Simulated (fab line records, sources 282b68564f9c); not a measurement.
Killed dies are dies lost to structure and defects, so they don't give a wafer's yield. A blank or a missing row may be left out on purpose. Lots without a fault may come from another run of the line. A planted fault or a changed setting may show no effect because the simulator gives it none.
Split-lot experiment | flow rit_cmos | 5 lots, 23 wafers read, on a route of 202 steps

THE SPLIT
At RIT_GATE_ETCH_19 (etches poly-Si in SF6/CHF3/O2, stops on SiO2, time 165 s, target depth 312.5 nm), the setting time_s was moved away from the recipe's 165 s on 9 of the 23 wafers read, by +5.4% to +14.4%. The other wafers ran this setting at the recipe's value.

The reading is taken at the split's own step.

THE READING
NOVOLAK_of_GATE_COAT_11.thk_nm (the simulator's own value, which no gauge read), in nm, at RIT_GATE_ETCH_19 (etches poly-Si in SF6/CHF3/O2, stops on SiO2, time 165 s, target depth 312.5 nm). The file gives no usual value for it. The 14 wafers here that ran the recipe average 670.9 nm, standard deviation 2.5 nm.

wafer  | tool, chamber at the split | time_s as run, s | against the recipe | NOVOLAK_of_GATE_COAT_11.thk_nm, nm | against lot-mates on the recipe
L075.1 | rie_si-02, 1               | 165              | recipe             | 668.5                              | -
L075.2 | rie_si-02, 3               | 186.6            | +13.1%             | 661.9                              | -7.7
L075.4 | rie_si-02, 0               | 165              | recipe             | 670.1                              | -
L075.5 | rie_si-02, 1               | 165              | recipe             | 670.2                              | -
L075.6 | rie_si-02, 2               | 186.6            | +13.1%             | 661.2                              | -8.4
L076.1 | rie_si-02, 0               | 179.7            | +8.9%              | 665.1                              | -9.1
L076.3 | rie_si-02, 2               | 165              | recipe             | 673.8                              | -
L076.4 | rie_si-02, 1               | 179.7            | +8.9%              | 668.2                              | -6.0
L076.5 | rie_si-02, 2               | 165              | recipe             | 674.6                              | -
L076.6 | rie_si-02, 1               | 165              | recipe             | 674.1                              | -
L078.2 | rie_si-01, 3               | 165              | recipe             | 666.3                              | -
L078.3 | rie_si-01, 0               | 165              | recipe             | 671                                | -
L078.4 | rie_si-01, 2               | 188.8            | +14.4%             | 661.4                              | -9.1
L078.5 | rie_si-01, 1               | 188.8            | +14.4%             | 659.7                              | -10.8
L078.6 | rie_si-01, 2               | 165              | recipe             | 674.3                              | -
L082.1 | rie_si-01, 2               | 165              | recipe             | 671.7                              | -
L082.2 | rie_si-01, 1               | 165              | recipe             | 667.6                              | -
L082.6 | rie_si-01, 2               | 165              | recipe             | 671.4                              | -
L083.1 | rie_si-02, 2               | 173.9            | +5.4%              | 663.1                              | -6.4
L083.2 | rie_si-02, 1               | 165              | recipe             | 670.2                              | -
L083.3 | rie_si-02, 0               | 173.9            | +5.4%              | 663.1                              | -6.4
L083.5 | rie_si-02, 2               | 173.9            | +5.4%              | 664.9                              | -4.6
L083.6 | rie_si-02, 3               | 165              | recipe             | 668.8                              | -

THE FIT
A straight line over all 23 wafers: NOVOLAK_of_GATE_COAT_11.thk_nm changes by -0.707 nm for each +1% of time_s; r = -0.84; the points scatter about the line by 2.6 nm.
The same after taking each lot's own level away (the mean of its wafers on the recipe; 23 wafers): -0.699 nm for each +1%; r = -0.91; scatter 1.8 nm.
On that fit, the largest move of time_s shifts the reading by 10 nm.
The lots' own levels span 669.50 to 674.17 nm, that is 1.9 times the standard deviation above.
So the lot-to-lot level changes the slope little: the two slopes agree.
Check: with one of the wafers moved furthest among these (+14.4%) left out of the fit, the line predicts -10.7 nm for it against its lot-mates. It came out at -9.13 nm against them.

OTHER SPLITS ON THESE WAFERS
These wafers also went through other splits before the reading. Each is held against what the fit with the lots' levels taken away leaves over:
other split on the same wafers   | wafers away from the commonest value | r with NOVOLAK_of_GATE_COAT_11.thk_nm (lot level and that fit taken away)
RIT_ACTIVE_CVD_03 pressure_mtorr | 15                                   | -0.05
RIT_ACTIVE_COAT_06 spin_rpm      | 6                                    | +0.07
RIT_NWELL_COAT_01 spin_rpm       | 9                                    | +0.01
RIT_PWELL_COAT_01 resist_thk_nm  | 6                                    | -0.05
RIT_PWELL_IMPLANT_08 energy_kev  | 10                                   | -0.25
RIT_PRETRO_COAT_01 spin_rpm      | 6                                    | +0.04
RIT_PRETRO_IMPLANT_08 energy_kev | 10                                   | +0.02
RIT_GATE_OXIDATION_05 temp_c     | 15                                   | -0.31
RIT_GATE_EXPOSE_13 dose_mj       | 6                                    | +0.01

THE FILE'S OWN FIT
NOVOLAK_of_GATE_COAT_11.thk_nm changes by -0.712 nm for each +1% of time_s, r = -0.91.
